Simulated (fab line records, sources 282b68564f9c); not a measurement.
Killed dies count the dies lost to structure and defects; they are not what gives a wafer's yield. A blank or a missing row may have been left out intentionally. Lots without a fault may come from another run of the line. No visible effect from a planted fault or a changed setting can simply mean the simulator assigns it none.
A lot that was struck, set against a sound lot / flow rit-cmos / 32 steps out of a route of 202
Sound: wafers L696.2, L696.5, L696.6. Wafers struck: L706.2, L706.3, L706.4. The cause is given at the end.
Per side, at each step with rows, come the tool, then ch with its chambers, and then its first start. Under that, the readings that differ: sound wafers / struck wafers / difference of the means / sigmas: that difference in standard deviations of wafers without a fault.
alike: readings with means less than 2 such deviations apart, plus words and numbers identical on both sides. not compared: withheld readings, readings lacking a value on some wafer, bounds such as >300 that could conceal the same value, and numbers that have no deviation in the record and whose values overlap.
The two part at a step that has a row with sigmas, a row that says differs or no value, or rows on one side only. Numbers that have no deviation but don't overlap get no sigmas and don't part them. A reading that every wafer of one side lacks parts them only if that side has two wafers or more.

RIT_ACTIVE_BOW_MEAS_00:
  sound on film-metro-04, day 2 01:01; struck on film-metro-04, day 4 03:01
  alike: INCOMING_BOW
RIT_ACTIVE_OXIDATION_01: target thk 46.8 nm, ox time 3360 s.
  sound on furnace-01 ch 0, day 2 01:07; struck on furnace-01 ch 0, day 4 03:07
  alike: tube_center_temp_C_max
RIT_ACTIVE_THK_MEAS_02:
  sound on film-metro-02, day 2 03:04; struck on film-metro-02, day 4 05:04
  alike: ACTIVE_OXIDE_THK
then, 1 step without rows for these wafers: RIT_ACTIVE_CVD_03 (deposits Si3N4 from SiH2Cl2/NH3, target thk 150 nm, time 1500 s).
RIT_ACTIVE_THK_MEAS_04:
  sound on film-metro-02, day 2 04:32; struck on film-metro-01, day 4 06:32
  alike: ACTIVE_NITRIDE_THK
then, 6 steps without rows for these wafers: RIT_ACTIVE_HMDS_05 (prime time 60 s); RIT_ACTIVE_COAT_06 (resist thk 1009 nm); RIT_ACTIVE_SOFTBAKE_07 (time 60 s); RIT_ACTIVE_EXPOSE_08 (exposes mask M1, target cd 1400 nm); RIT_ACTIVE_PEB_09; RIT_ACTIVE_DEVELOP_10 (develop time 50 s).
RIT_ACTIVE_CD_MEAS_11: target cd 1400 nm.
  sound on cd-sem-02, day 2 05:35; struck on cd-sem-01, day 4 07:44
  alike: cd-nm
then, 1 step without rows for these wafers: RIT_ACTIVE_HARDBAKE_12 (time 60 s).
RIT_ACTIVE_ETCH_13: etches Si3N4 in SF6, stops on SiO2, time 210 s, target depth 210 nm.
  sound on rie-diel-01 ch 1,2,3, day 2 05:50; struck on rie-diel-02 ch 1,2, day 4 07:59
  alike: drypump-motor-current-A, oes-product-au, throttle-valve-pct
  not compared: rf-hours-counter-h
RIT_ACTIVE_STRIP_14: strips in O2, time 180 s.
  sound on plasma-asher-02 ch 0,1, day 2 05:58; struck on plasma-asher-03 ch 0,1, day 4 08:11
  alike: drypump-motor-current-A
  not compared: rf-hours-counter-h
RIT_ACTIVE_CD_MEAS_90: target cd 1400 nm.
  sound on cd-sem-02, day 2 06:10; struck on cd-sem-02, day 4 08:22
  alike: cd-nm
then, 4 steps without rows for these wafers: RIT_ACTIVE_CLEAN_15 (cleans in SC1, time 600 s); RIT_ACTIVE_CLEAN_16 (cleans in dHF, time 30 s); RIT_ACTIVE_CLEAN_17 (cleans in SC2, time 600 s); RIT_FOX1_OXIDATION_00 (target thk 350.7 nm, ox time 1130 s).
RIT_FOX1_THK_MEAS_01:
  sound on film-metro-04, day 2 08:57; struck on film-metro-03, day 4 10:10
  alike: FOX1_OXIDE_THK
then, 2 steps without rows for these wafers: RIT_FOX1_WET_ETCH_02 (etches SiO2 in BOE, target depth 350 nm, time 390 s); RIT_FOX2_OXIDATION_00 (target thk 350.7 nm, ox time 1130 s).
RIT_FOX2_THK_MEAS_01:
  sound on film-metro-04, day 2 10:35; struck on film-metro-04, day 4 11:40
  alike: FOX2_OXIDE_THK
then, 2 steps without rows for these wafers: RIT_FOX2_CLEAN_02 (cleans in dHF, time 180 s); RIT_FOX2_WET_ETCH_03 (etches Si3N4 in H3PO4, target depth 195 nm, time 2700 s).
RIT_FOX2_THK_MEAS_90:
  sound on film-metro-02, day 2 11:31; struck on film-metro-03, day 4 12:32
  alike: FIELD_OXIDE_LEFT_1_THK
then, 4 steps without rows for these wafers: RIT_NWELL_HMDS_00 (prime time 60 s); RIT_NWELL_COAT_01 (resist thk 1300 nm); RIT_NWELL_SOFTBAKE_02 (time 60 s); RIT_NWELL_EXPOSE_03 (exposes mask M2, target cd 43900 nm).
RIT_M1_PROBE_99:
  sound on prober-02, day 4 01:47; struck on prober-02, day 6 03:47
reading=model.etest.diode-nwell-sub.leak-log10-a-cm2; sound=-7.286 -7.516 -7.62; struck=-7.027 -7.021 -6.976; difference=+0.466; sigmas=
  alike: killed-at-contacts, killed-at-front-end, killed-dies, killed-open, killed-short

WHERE THEY PART
Nowhere in this record.

WHY: what the simulator had put in
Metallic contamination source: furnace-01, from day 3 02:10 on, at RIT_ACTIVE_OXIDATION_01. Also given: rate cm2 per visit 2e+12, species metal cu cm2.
